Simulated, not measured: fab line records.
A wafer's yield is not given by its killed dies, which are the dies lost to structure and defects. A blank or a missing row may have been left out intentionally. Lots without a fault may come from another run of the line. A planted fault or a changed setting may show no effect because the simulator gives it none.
Which tool did it? || flow berkeley cmos170 || 39 wafers from 13 lots sampled at 5 of the route's 331 steps

== WHAT THE GAUGES SHOWED, per wafer ==
UCB170_ACTIVE_CD_MEAS_13: the cd target is 1200 nm. Usual: 1199.9 nm for cd nm, sd 1.5.
{"lot": "L506", "measured": "day 3 21:22", "on": "cd sem-01", "cd nm (nm)": "1199.0 1199.6 1199.8", "flag": ""}
{"lot": "L509", "measured": "day 4 19:45", "on": "cd sem-01", "cd nm (nm)": "1198.4 1199.0 1199.8", "flag": ""}
{"lot": "L508", "measured": "day 4 20:08", "on": "cd sem-01", "cd nm (nm)": "1196.7 1196.9 1199.2", "flag": ""}
{"lot": "L512", "measured": "day 5 08:31", "on": "cd sem-01", "cd nm (nm)": "1285.8 1284.1 1284.2 1285.5 1284.2 1284.9", "flag": "OFF"}
{"lot": "L515", "measured": "day 5 15:31", "on": "cd sem-01", "cd nm (nm)": "1198.9 1200.5 1200.6", "flag": ""}
{"lot": "L520", "measured": "day 6 18:51", "on": "cd sem-02", "cd nm (nm)": "1201.9 1202.7 1203.2", "flag": ""}
{"lot": "L521", "measured": "day 7 06:28", "on": "cd sem-02", "cd nm (nm)": "1199.8 1199.5 1198.9", "flag": ""}
{"lot": "L522", "measured": "day 7 14:18", "on": "cd sem-01", "cd nm (nm)": "1200.1 1201.6 1199.3", "flag": ""}
{"lot": "L524", "measured": "day 7 23:17", "on": "cd sem-01", "cd nm (nm)": "1197.4 1198.4 1198.5", "flag": ""}
{"lot": "L525", "measured": "day 7 23:33", "on": "cd sem-02", "cd nm (nm)": "1198.6 1198.7 1198.9", "flag": ""}
{"lot": "L527", "measured": "day 8 10:10", "on": "cd sem-01", "cd nm (nm)": "1203.4 1201.0 1202.1", "flag": ""}
{"lot": "L526", "measured": "day 8 10:28", "on": "cd sem-02", "cd nm (nm)": "1198.4 1200.6 1200.2", "flag": ""}
{"lot": "L529", "measured": "day 9 07:37", "on": "cd sem-01", "cd nm (nm)": "1199.8 1200.1 1202.0", "flag": ""}

UCB170_ACTIVE_OVL_MEAS_14. Usual: ACTIVE_OVL gives 1 nm (standard deviation 6).
{"lot": "L506", "measured": "day 3 21:29", "on": "overlay-02", "ACTIVE_OVL (nm)": "6 -3 3", "flag": ""}
{"lot": "L509", "measured": "day 4 19:52", "on": "overlay-01", "ACTIVE_OVL (nm)": "-6 -3 -10", "flag": ""}
{"lot": "L508", "measured": "day 4 20:16", "on": "overlay-01", "ACTIVE_OVL (nm)": "-1 7 -6", "flag": ""}
{"lot": "L515", "measured": "day 5 15:38", "on": "overlay-02", "ACTIVE_OVL (nm)": "9 9 -1", "flag": ""}
{"lot": "L520", "measured": "day 6 18:58", "on": "overlay-01", "ACTIVE_OVL (nm)": "-3 4 -10", "flag": ""}
{"lot": "L521", "measured": "day 7 06:35", "on": "overlay-01", "ACTIVE_OVL (nm)": "0 0 -3", "flag": ""}
{"lot": "L522", "measured": "day 7 14:24", "on": "overlay-02", "ACTIVE_OVL (nm)": "1 3 -2", "flag": ""}
{"lot": "L524", "measured": "day 7 23:23", "on": "overlay-01", "ACTIVE_OVL (nm)": "5 -6 6", "flag": ""}
{"lot": "L525", "measured": "day 7 23:38", "on": "overlay-01", "ACTIVE_OVL (nm)": "9 -1 12", "flag": ""}
{"lot": "L527", "measured": "day 8 10:16", "on": "overlay-02", "ACTIVE_OVL (nm)": "2 3 6", "flag": ""}
{"lot": "L526", "measured": "day 8 10:34", "on": "overlay-02", "ACTIVE_OVL (nm)": "-11 -16 -1", "flag": ""}
{"lot": "L529", "measured": "day 9 07:44", "on": "overlay-01", "ACTIVE_OVL (nm)": "4 0 -4", "flag": ""}

UCB170_GATE_CD_MEAS_90: the cd target is 350 nm. Usual: 349.4 nm for cd nm, sd 1.6.
{"lot": "L506", "measured": "day 5 15:08", "on": "cd sem-02", "cd nm (nm)": "350.1 348.4 349.7", "flag": ""}
{"lot": "L509", "measured": "day 6 15:40", "on": "cd sem-01", "cd nm (nm)": "346.9 347.5 346.8", "flag": ""}
{"lot": "L508", "measured": "day 6 15:56", "on": "cd sem-01", "cd nm (nm)": "351.3 351.6 351.2", "flag": ""}
{"lot": "L515", "measured": "day 7 16:14", "on": "cd sem-02", "cd nm (nm)": "347.8 348.0 348.7", "flag": ""}
{"lot": "L520", "measured": "day 8 18:45", "on": "cd sem-02", "cd nm (nm)": "347.5 348.3 348.9", "flag": ""}
{"lot": "L521", "measured": "day 9 09:16", "on": "cd sem-01", "cd nm (nm)": "350.2 349.3 350.3", "flag": ""}
{"lot": "L522", "measured": "day 9 17:17", "on": "cd sem-02", "cd nm (nm)": "350.2 349.5 351.2", "flag": ""}
{"lot": "L524", "measured": "day 9 21:10", "on": "cd sem-02", "cd nm (nm)": "352.3 351.5 351.7", "flag": ""}
{"lot": "L525", "measured": "day 9 21:23", "on": "cd sem-01", "cd nm (nm)": "349.2 348.8 349.3", "flag": ""}
{"lot": "L527", "measured": "day 10 06:44", "on": "cd sem-01", "cd nm (nm)": "351.3 349.5 350.8", "flag": ""}
{"lot": "L526", "measured": "day 10 06:40", "on": "cd sem-02", "cd nm (nm)": "350.6 349.1 350.7", "flag": ""}
{"lot": "L529", "measured": "day 11 09:35", "on": "cd sem-01", "cd nm (nm)": "350.1 351.0 349.9", "flag": ""}

UCB170_PLDD_OVL_MEAS_07. Usual: PLDD_OVL gives 0 nm (standard deviation 5.4).
{"lot": "L506", "measured": "day 5 17:11", "on": "overlay-01", "PLDD_OVL (nm)": "6 10 9", "flag": ""}
{"lot": "L509", "measured": "day 6 16:55", "on": "overlay-02", "PLDD_OVL (nm)": "1 3 -8", "flag": ""}
{"lot": "L508", "measured": "day 6 17:26", "on": "overlay-01", "PLDD_OVL (nm)": "7 6 8", "flag": ""}
{"lot": "L515", "measured": "day 7 17:30", "on": "overlay-02", "PLDD_OVL (nm)": "-1 5 -5", "flag": ""}
{"lot": "L520", "measured": "day 8 20:16", "on": "overlay-02", "PLDD_OVL (nm)": "2 -1 4", "flag": ""}
{"lot": "L521", "measured": "day 9 10:49", "on": "overlay-01", "PLDD_OVL (nm)": "2 4 8", "flag": ""}
{"lot": "L522", "measured": "day 9 19:30", "on": "overlay-02", "PLDD_OVL (nm)": "10 8 5", "flag": ""}
{"lot": "L524", "measured": "day 9 22:58", "on": "overlay-02", "PLDD_OVL (nm)": "-3 -14 -9", "flag": ""}
{"lot": "L525", "measured": "day 9 23:15", "on": "overlay-02", "PLDD_OVL (nm)": "-7 3 1", "flag": ""}
{"lot": "L527", "measured": "day 10 08:28", "on": "overlay-01", "PLDD_OVL (nm)": "0 4 1", "flag": ""}
{"lot": "L526", "measured": "day 10 08:11", "on": "overlay-02", "PLDD_OVL (nm)": "-3 0 -3", "flag": ""}
{"lot": "L529", "measured": "day 11 11:46", "on": "overlay-02", "PLDD_OVL (nm)": "-2 -4 -4", "flag": ""}

== TOOL THAT RAN EACH LOT (tool first, then ch and the chambers of the sampled wafers, then the start) ==
{"lot": "L506", "UCB170_ACTIVE_EXPOSE_10": "krf scanner-02 ch 0, day 3 20:58"}
{"lot": "L509", "UCB170_ACTIVE_EXPOSE_10": "krf scanner-01 ch 0, day 4 19:22"}
{"lot": "L508", "UCB170_ACTIVE_EXPOSE_10": "krf scanner-02 ch 0, day 4 19:36"}
{"lot": "L512", "UCB170_ACTIVE_EXPOSE_10": "krf scanner-02 ch 0, day 5 07:55"}
{"lot": "L515", "UCB170_ACTIVE_EXPOSE_10": "krf scanner-01 ch 0, day 5 14:45"}
{"lot": "L520", "UCB170_ACTIVE_EXPOSE_10": "krf scanner-02 ch 0, day 6 18:24"}
{"lot": "L521", "UCB170_ACTIVE_EXPOSE_10": "krf scanner-01 ch 0, day 7 06:05"}
{"lot": "L522", "UCB170_ACTIVE_EXPOSE_10": "krf scanner-01 ch 0, day 7 13:54"}
{"lot": "L524", "UCB170_ACTIVE_EXPOSE_10": "krf scanner-02 ch 0, day 7 22:54"}
{"lot": "L525", "UCB170_ACTIVE_EXPOSE_10": "krf scanner-01 ch 0, day 7 23:10"}
{"lot": "L527", "UCB170_ACTIVE_EXPOSE_10": "krf scanner-01 ch 0, day 8 09:46"}
{"lot": "L526", "UCB170_ACTIVE_EXPOSE_10": "krf scanner-02 ch 0, day 8 10:03"}
{"lot": "L529", "UCB170_ACTIVE_EXPOSE_10": "krf scanner-02 ch 0, day 9 07:12"}
- UCB170_ACTIVE_EXPOSE_10: exposes mask ACTIVE, target cd 1200 nm.

== AS READ BY THE TOOLS THEMSELVES (means over the sampled wafers that have a number; for cases with no such wafer, the mark the record gives instead) ==
The record holds no such reading with a usual standard deviation.

== THE ANSWER, worked out from the rows above alone ==
Rule: take the mean of a lot's wafers that have a number; if it is more than 3 standard deviations from the usual mean, the lot is off. Also off: a lot with no number at a reading for which 4 or more lots have one. Any other lot the step has rows for is counted as sound. After the gauges, taken in route order, come the tools' own readings; for these a lot's mean is taken, as printed above. At the first step where some lot is off, the reading lying furthest off is the one used; lots without a number count as furthest.
Off: L512 (UCB170_ACTIVE_CD_MEAS_13, cd nm).
If a tool, at a process step before that reading, ran all the lots that are off and no sound lot after the first of them, it fits. The gauges at UCB170_ACTIVE_CD_MEAS_13 are tried like those tools. No candidate that was tried fits.

== WHAT HAD BEEN PUT IN BY THE SIMULATOR ==
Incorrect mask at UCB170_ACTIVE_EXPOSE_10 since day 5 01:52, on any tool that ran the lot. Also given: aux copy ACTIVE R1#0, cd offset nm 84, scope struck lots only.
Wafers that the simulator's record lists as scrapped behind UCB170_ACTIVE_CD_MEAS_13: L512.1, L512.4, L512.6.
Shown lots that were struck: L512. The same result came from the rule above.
